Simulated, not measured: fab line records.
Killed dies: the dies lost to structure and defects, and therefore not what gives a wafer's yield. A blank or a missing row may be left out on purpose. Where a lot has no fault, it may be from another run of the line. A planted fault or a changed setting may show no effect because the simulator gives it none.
Which of the tools did it? / flow berkeleyCmos170 / Sampling: 13 lots, 39 wafers, 2 of 331 route steps

WHAT THE GAUGES SHOWED, per wafer
UCB170_ACTIVE_CD_MEAS_13: the cd target is 1200 nm. Usual: cdNm at 1200.1 nm, with a standard deviation of 1.5.
lot=L419; measured=day 5 09:54; on=cdSem-01; cdNm (nm)=1200.1 1200.4 1201.1; flag=
lot=L420; measured=day 5 09:59; on=cdSem-02; cdNm (nm)=1197.8 1198.6 1197.9; flag=
lot=L422; measured=day 5 21:28; on=cdSem-02; cdNm (nm)=1200.3 1201.5 1200.4; flag=
lot=L421; measured=day 5 21:28; on=cdSem-01; cdNm (nm)=1201.6 1200.9 1200.7; flag=
lot=L424; measured=day 6 10:45; on=cdSem-01; cdNm (nm)=1199.5 1198.9 1198.6; flag=
lot=L423; measured=day 6 11:01; on=cdSem-01; cdNm (nm)=1203.5 1203.3 1202.9; flag=
lot=L426; measured=day 7 02:08; on=cdSem-02; cdNm (nm)=1380.3 1380.0 1380.2; flag=OFF
lot=L427; measured=day 7 02:35; on=cdSem-01; cdNm (nm)=1198.6 1198.1 1198.2; flag=
lot=L434; measured=day 8 09:58; on=cdSem-02; cdNm (nm)=1199.8 1201.2 1201.2; flag=
lot=L437; measured=day 8 20:04; on=cdSem-01; cdNm (nm)=1200.4 1201.7 1202.5; flag=
lot=L436; measured=day 8 20:20; on=cdSem-01; cdNm (nm)=1199.1 1199.3 1198.4; flag=
lot=L439; measured=day 9 08:30; on=cdSem-02; cdNm (nm)=1201.0 1200.7 1201.3; flag=
lot=L440; measured=day 9 08:44; on=cdSem-01; cdNm (nm)=1203.3 1201.3 1201.0; flag=

WHICH TOOL RAN EACH LOT (tool, then ch and the chambers of the sampled wafers, then the start)
lot=L419; UCB170_ACTIVE_EXPOSE_10=krfScanner-01 ch 0, day 5 08:56
lot=L420; UCB170_ACTIVE_EXPOSE_10=krfScanner-02 ch 0, day 5 09:17
lot=L422; UCB170_ACTIVE_EXPOSE_10=krfScanner-01 ch 0, day 5 20:45
lot=L421; UCB170_ACTIVE_EXPOSE_10=krfScanner-02 ch 0, day 5 20:59
lot=L424; UCB170_ACTIVE_EXPOSE_10=krfScanner-02 ch 0, day 6 10:22
lot=L423; UCB170_ACTIVE_EXPOSE_10=krfScanner-01 ch 0, day 6 10:37
lot=L426; UCB170_ACTIVE_EXPOSE_10=krfScanner-01 ch 0, day 7 01:44
lot=L427; UCB170_ACTIVE_EXPOSE_10=krfScanner-02 ch 0, day 7 01:58
lot=L434; UCB170_ACTIVE_EXPOSE_10=krfScanner-01 ch 0, day 8 09:34
lot=L437; UCB170_ACTIVE_EXPOSE_10=krfScanner-01 ch 0, day 8 19:40
lot=L436; UCB170_ACTIVE_EXPOSE_10=krfScanner-02 ch 0, day 8 19:56
lot=L439; UCB170_ACTIVE_EXPOSE_10=krfScanner-01 ch 0, day 9 07:57
lot=L440; UCB170_ACTIVE_EXPOSE_10=krfScanner-02 ch 0, day 9 08:09
- UCB170_ACTIVE_EXPOSE_10: exposes mask ACTIVE, target cd 1200 nm.

WHAT THE TOOLS THEMSELVES READ (means of the sampled wafers that have a number; where no wafer has one, the mark that the record gives instead)
UCB170_ACTIVE_EXPOSE_10. Usual: stageVelMmS 500.03 mm/s, standard deviation 0.27.
lot=L419; tool=krfScanner-01; stageVelMmS (mm/s)=499.76; flag=
lot=L420; tool=krfScanner-02; stageVelMmS (mm/s)=500.23; flag=
lot=L422; tool=krfScanner-01; stageVelMmS (mm/s)=499.58; flag=
lot=L421; tool=krfScanner-02; stageVelMmS (mm/s)=500.20; flag=
lot=L424; tool=krfScanner-02; stageVelMmS (mm/s)=499.96; flag=
lot=L423; tool=krfScanner-01; stageVelMmS (mm/s)=500.25; flag=
lot=L426; tool=krfScanner-01; stageVelMmS (mm/s)=500.57; flag=
lot=L427; tool=krfScanner-02; stageVelMmS (mm/s)=499.78; flag=
lot=L434; tool=krfScanner-01; stageVelMmS (mm/s)=500.36; flag=
lot=L437; tool=krfScanner-01; stageVelMmS (mm/s)=500.28; flag=
lot=L436; tool=krfScanner-02; stageVelMmS (mm/s)=499.82; flag=
lot=L439; tool=krfScanner-01; stageVelMmS (mm/s)=499.79; flag=
lot=L440; tool=krfScanner-02; stageVelMmS (mm/s)=500.16; flag=

THE ANSWER, worked out from the rows above alone
Rule: a lot is off if the mean of its wafers that have a number lies more than 3 standard deviations from the usual mean. Also off: a lot with no number at a reading for which 4 or more lots have one. Where the step has rows for the other lots, those lots are counted as sound. Order of review: gauges by route order, followed by the tools' own readings, for which a lot's mean as printed above is used. At the first step where some lot is off, the reading lying furthest off is the one used; lots without a number count as furthest.
Off at UCB170_ACTIVE_CD_MEAS_13 (cdNm): L426.
A tool fits if, at a process step before that reading, it ran every lot that is off, and no sound lot after the first of them. Gauges at UCB170_ACTIVE_CD_MEAS_13: tried the same way as those tools. Not one of the candidates tried fits.

WHAT THE SIMULATOR HAD INSERTED
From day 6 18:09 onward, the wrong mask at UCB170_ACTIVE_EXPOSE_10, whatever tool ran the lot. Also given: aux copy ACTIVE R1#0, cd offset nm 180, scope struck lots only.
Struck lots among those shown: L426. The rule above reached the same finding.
